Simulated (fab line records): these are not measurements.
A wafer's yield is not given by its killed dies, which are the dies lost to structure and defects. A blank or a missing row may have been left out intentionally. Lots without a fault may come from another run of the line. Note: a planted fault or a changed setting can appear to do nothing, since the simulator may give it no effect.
What tool caused it? || flow ritCmos || 39 wafers from 13 lots sampled at 3 of the route's 202 steps

== WHAT THE GAUGES READ, wafer by wafer ==
RIT_FOX2_THK_MEAS_90.
{"lot": "L425", "measured": "day 1 23:41", "on": "filmMetro-02", "FIELD_OXIDE_LEFT_1_THK (nm)": "324 332 330"}
{"lot": "L426", "measured": "day 2 05:31", "on": "filmMetro-04", "FIELD_OXIDE_LEFT_1_THK (nm)": "322 322 319"}
{"lot": "L429", "measured": "day 2 20:49", "on": "filmMetro-04", "FIELD_OXIDE_LEFT_1_THK (nm)": "329 332 327"}
{"lot": "L433", "measured": "day 3 15:23", "on": "filmMetro-03", "FIELD_OXIDE_LEFT_1_THK (nm)": "321 332 326"}
{"lot": "L435", "measured": "day 3 23:19", "on": "filmMetro-04", "FIELD_OXIDE_LEFT_1_THK (nm)": "336 337 340"}
{"lot": "L438", "measured": "day 4 12:46", "on": "filmMetro-03", "FIELD_OXIDE_LEFT_1_THK (nm)": "318 320 317"}
{"lot": "L440", "measured": "day 5 01:58", "on": "filmMetro-04", "FIELD_OXIDE_LEFT_1_THK (nm)": "324 325 321"}
{"lot": "L442", "measured": "day 5 10:49", "on": "filmMetro-03", "FIELD_OXIDE_LEFT_1_THK (nm)": "320 321 321"}
{"lot": "L444", "measured": "day 6 10:19", "on": "filmMetro-03", "FIELD_OXIDE_LEFT_1_THK (nm)": "326 319 323"}
{"lot": "L445", "measured": "day 6 10:21", "on": "filmMetro-04", "FIELD_OXIDE_LEFT_1_THK (nm)": "316 321 326"}
{"lot": "L446", "measured": "day 6 15:02", "on": "filmMetro-03", "FIELD_OXIDE_LEFT_1_THK (nm)": "333 323 331"}
{"lot": "L447", "measured": "day 6 15:02", "on": "filmMetro-04", "FIELD_OXIDE_LEFT_1_THK (nm)": "328 323 327"}
{"lot": "L448", "measured": "day 7 00:03", "on": "filmMetro-04", "FIELD_OXIDE_LEFT_1_THK (nm)": "318 315 317"}

RIT_GATE_OVL_MEAS_17.
{"lot": "L425", "measured": "day 2 19:42", "on": "overlay-01", "GATE_OVL (nm)": "2.7 0.7 0.6"}
{"lot": "L426", "measured": "day 3 01:59", "on": "overlay-01", "GATE_OVL (nm)": "1.2 -0.5 -0.4"}
{"lot": "L429", "measured": "day 3 18:55", "on": "overlay-02", "GATE_OVL (nm)": "0.3 1.7 1.6"}
{"lot": "L433", "measured": "day 4 11:32", "on": "overlay-01", "GATE_OVL (nm)": "2.7 3.0 3.5"}
{"lot": "L435", "measured": "day 4 19:17", "on": "overlay-02", "GATE_OVL (nm)": "1.0 -1.9 2.0"}
{"lot": "L438", "measured": "day 5 09:05", "on": "overlay-02", "GATE_OVL (nm)": "1.2 1.7 0.8"}
{"lot": "L440", "measured": "day 6 11:56", "on": "overlay-02", "GATE_OVL (nm)": "0.2 0.3 0.2"}
{"lot": "L442", "measured": "day 6 16:13", "on": "overlay-02", "GATE_OVL (nm)": "-0.4 0.3 -0.4"}
{"lot": "L444", "measured": "day 7 05:17", "on": "overlay-01", "GATE_OVL (nm)": "0.3 -0.5 0.9"}
{"lot": "L445", "measured": "day 7 05:37", "on": "overlay-02", "GATE_OVL (nm)": "2.3 0.5 2.0"}
{"lot": "L446", "measured": "day 7 15:16", "on": "overlay-02", "GATE_OVL (nm)": "1.5 -0.3 1.5"}
{"lot": "L447", "measured": "day 7 13:04", "on": "overlay-01", "GATE_OVL (nm)": "1.5 -0.9 -0.2"}
{"lot": "L448", "measured": "day 7 18:17", "on": "overlay-01", "GATE_OVL (nm)": "-0.3 1.4 -0.1"}

== EACH LOT AND THE TOOL THAT RAN IT (in order: tool; ch and the chambers of the sampled wafers; start) ==
{"lot": "L425", "RIT_PRETRO_STRIP_09": "plasmaAsher-01 ch 0,1, day 2 12:47"}
{"lot": "L426", "RIT_PRETRO_STRIP_09": "plasmaAsher-04 ch 0,1, day 2 17:58"}
{"lot": "L429", "RIT_PRETRO_STRIP_09": "plasmaAsher-03 ch 1, day 3 08:19"}
{"lot": "L433", "RIT_PRETRO_STRIP_09": "plasmaAsher-03 ch 0,1, day 4 03:26"}
{"lot": "L435", "RIT_PRETRO_STRIP_09": "plasmaAsher-01 ch 0,1, day 4 11:16"}
{"lot": "L438", "RIT_PRETRO_STRIP_09": "plasmaAsher-01 ch 0,1, day 5 00:35"}
{"lot": "L440", "RIT_PRETRO_STRIP_09": "plasmaAsher-03 ch 0,1, day 5 13:56"}
{"lot": "L442", "RIT_PRETRO_STRIP_09": "plasmaAsher-04 ch 0, day 6 01:14"}
{"lot": "L444", "RIT_PRETRO_STRIP_09": "plasmaAsher-04 ch 0,1, day 6 22:20"}
{"lot": "L445", "RIT_PRETRO_STRIP_09": "plasmaAsher-03 ch 0,1, day 6 22:46"}
{"lot": "L446", "RIT_PRETRO_STRIP_09": "plasmaAsher-04 ch 1, day 7 06:17"}
{"lot": "L447", "RIT_PRETRO_STRIP_09": "plasmaAsher-01 ch 0,1, day 7 04:08"}
{"lot": "L448", "RIT_PRETRO_STRIP_09": "plasmaAsher-01 ch 0,1, day 7 11:36"}
- RIT_PRETRO_STRIP_09: strips in O2, time 180 s.

== AS READ BY THE TOOLS THEMSELVES (means over the sampled wafers that have a number; for cases with no such wafer, the mark the record gives instead) ==
RIT_PRETRO_STRIP_09.
{"lot": "L425", "tool": "plasmaAsher-01", "drypumpMotorCurrentA (A)": 5.3}
{"lot": "L426", "tool": "plasmaAsher-04", "drypumpMotorCurrentA (A)": 5.7}
{"lot": "L429", "tool": "plasmaAsher-03", "drypumpMotorCurrentA (A)": 5.5}
{"lot": "L433", "tool": "plasmaAsher-03", "drypumpMotorCurrentA (A)": 5.8}
{"lot": "L435", "tool": "plasmaAsher-01", "drypumpMotorCurrentA (A)": 5.5}
{"lot": "L438", "tool": "plasmaAsher-01", "drypumpMotorCurrentA (A)": 5.3}
{"lot": "L440", "tool": "plasmaAsher-03", "drypumpMotorCurrentA (A)": 5.7}
{"lot": "L442", "tool": "plasmaAsher-04", "drypumpMotorCurrentA (A)": 5.9}
{"lot": "L444", "tool": "plasmaAsher-04", "drypumpMotorCurrentA (A)": 5.7}
{"lot": "L445", "tool": "plasmaAsher-03", "drypumpMotorCurrentA (A)": 6.0}
{"lot": "L446", "tool": "plasmaAsher-04", "drypumpMotorCurrentA (A)": 5.6}
{"lot": "L447", "tool": "plasmaAsher-01", "drypumpMotorCurrentA (A)": 5.5}
{"lot": "L448", "tool": "plasmaAsher-01", "drypumpMotorCurrentA (A)": 5.3}

== THE ANSWER, worked out from the rows above alone ==
Rule: what is usual is taken from the lots themselves. The widest of any qualifying gaps counts: lots, ordered by their means at a reading, are off when they make up no more than a third of the lots, leave a main group of 4 or more, and stand apart from it by 3 or more times the standard deviation of that group's means. If all means in a main group match to the digits the tables above print for the reading, that group is not used. A lot without any number at a reading at which 4 lots or more have one is off too. Any other lot the step has rows for is counted as sound. First the gauges in route order, then the tools' own readings, where a lot's mean is used as printed above. At the first step where some lot is off, the reading lying furthest off is the one used; lots without a number count as furthest.
No lot is off on any of the readings shown, so nothing can be concluded from this.

== WHAT THE SIMULATOR HAD PUT IN ==
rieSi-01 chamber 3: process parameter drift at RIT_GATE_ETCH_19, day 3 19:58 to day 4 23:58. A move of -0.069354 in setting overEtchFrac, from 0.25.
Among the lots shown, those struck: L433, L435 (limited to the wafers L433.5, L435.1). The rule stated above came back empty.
